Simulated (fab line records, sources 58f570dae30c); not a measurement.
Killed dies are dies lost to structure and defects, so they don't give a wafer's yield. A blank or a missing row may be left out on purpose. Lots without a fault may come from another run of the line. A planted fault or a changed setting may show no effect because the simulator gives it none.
Split-lot experiment | flow berkeley_cmos170 | 5 lots, 23 wafers read, on a route of 331 steps

THE SPLIT
At UCB170_SPACER_CVD_00 (deposits SiO2 from TEOS/O2, target thk 376 nm, time 47 s), the setting time_s was moved away from the recipe's 47 s on 4 of the 23 wafers read, by -8.6% to +4.0%. The other wafers ran this setting at the recipe's value.

The file shows no step between the split and the reading.

THE READING
SPACER_TEOS_THK, in nm, at UCB170_SPACER_THK_MEAS_01. Fault-free wafers of this fab line usually give 377 nm, standard deviation 4.8 nm.

wafer  | tool, chamber at the split | time_s as run, s | against the recipe | SPACER_TEOS_THK, nm | against lot-mates on the recipe
L074.1 | pecvd-01, 1                | 47               | recipe             | 383                 | -
L074.3 | pecvd-01, 2                | 47               | recipe             | 381                 | -
L074.4 | pecvd-01, 2                | 47               | recipe             | 385                 | -
L074.5 | pecvd-01, 0                | 47               | recipe             | 386                 | -
L074.6 | pecvd-01, 1                | 47               | recipe             | 385                 | -
L075.1 | pecvd-04, 0                | 47               | recipe             | 368                 | -
L075.3 | pecvd-04, 2                | 47               | recipe             | 370                 | -
L075.4 | pecvd-04, 2                | 47               | recipe             | 380                 | -
L075.5 | pecvd-04, 1                | 47               | recipe             | 373                 | -
L075.6 | pecvd-04, 0                | 47               | recipe             | 376                 | -
L076.2 | pecvd-03, 0                | 47               | recipe             | 380                 | -
L076.5 | pecvd-03, 2                | 47               | recipe             | 381                 | -
L076.6 | pecvd-03, 1                | 47               | recipe             | 379                 | -
L079.1 | pecvd-04, 0                | 48.89            | +4.0%              | 389                 | +14
L079.2 | pecvd-04, 2                | 47               | recipe             | 376                 | -
L079.3 | pecvd-04, 1                | 48.89            | +4.0%              | 392                 | +17
L079.5 | pecvd-04, 0                | 47               | recipe             | 372                 | -
L079.6 | pecvd-04, 1                | 47               | recipe             | 376                 | -
L080.1 | pecvd-04, 2                | 47               | recipe             | 370                 | -
L080.2 | pecvd-04, 1                | 47               | recipe             | 367                 | -
L080.3 | pecvd-04, 0                | 47               | recipe             | 372                 | -
L080.5 | pecvd-04, 1                | 42.94            | -8.6%              | 343                 | -27
L080.6 | pecvd-04, 2                | 42.94            | -8.6%              | 344                 | -26

THE FIT
A straight line over all 23 wafers: SPACER_TEOS_THK changes by +3.77 nm for each +1% of time_s; r = +0.89; the points scatter about the line by 5.6 nm.
The same after taking each lot's own level away (the mean of its wafers on the recipe; 23 wafers): +3.21 nm for each +1%; r = +0.96; scatter 2.7 nm.
On that fit, the largest move of time_s shifts the reading by 28 nm.
The lots' own levels span 369.7 to 384.0 nm, that is 3.0 times the standard deviation above.
So the lot-to-lot level changes the slope: the two fits differ.
Check: with one of the wafers moved furthest among these (-8.6%) left out of the fit, the line predicts -27.8 nm for it against its lot-mates. It came out at -26.7 nm against them.

OTHER SPLITS ON THESE WAFERS
These wafers also went through other splits before the reading. Each is held against what the fit with the lots' levels taken away leaves over:
other split on the same wafers  | wafers away from the commonest value | r with SPACER_TEOS_THK (lot level and that fit taken away)
UCB170_GATE_CVD_04 time_s       | 10                                   | -0.13
UCB170_GATE_ETCH_15 time_s      | 10                                   | +0.39
UCB170_PLDD_IMPLANT_09 dose_cm2 | 6                                    | +0.26

THE WHOLE CHAIN: every reading that the file lists as answering this split, in the file's order
step                      | what it does                                                             | reading                                                                       | change (the file's fit)              | r (the file's)
UCB170_SPACER_CVD_00      | deposits SiO2 from TEOS/O2, target thk 376 nm, time 47 s                 | SiO2_of_SPACER_CVD_00.thk_nm (the simulator's own value, which no gauge read) | +3.18 nm for each +1% of the setting | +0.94
UCB170_SPACER_THK_MEAS_01 |                                                                          | SPACER_TEOS_THK                                                               | +3.2 for each +1% of the setting     | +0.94
UCB170_SPACER_ETCHBACK_03 | etches SiO2 in CHF3/CF4/Ar, stops on Si, target depth 376 nm, time 100 s | etch.depth_nm (the simulator's own value, which no gauge read)                | +3.3 nm for each +1% of the setting  | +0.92

THE FILE'S OWN FIT
SPACER_TEOS_THK changes by +3.2 nm for each +1% of time_s, r = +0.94.
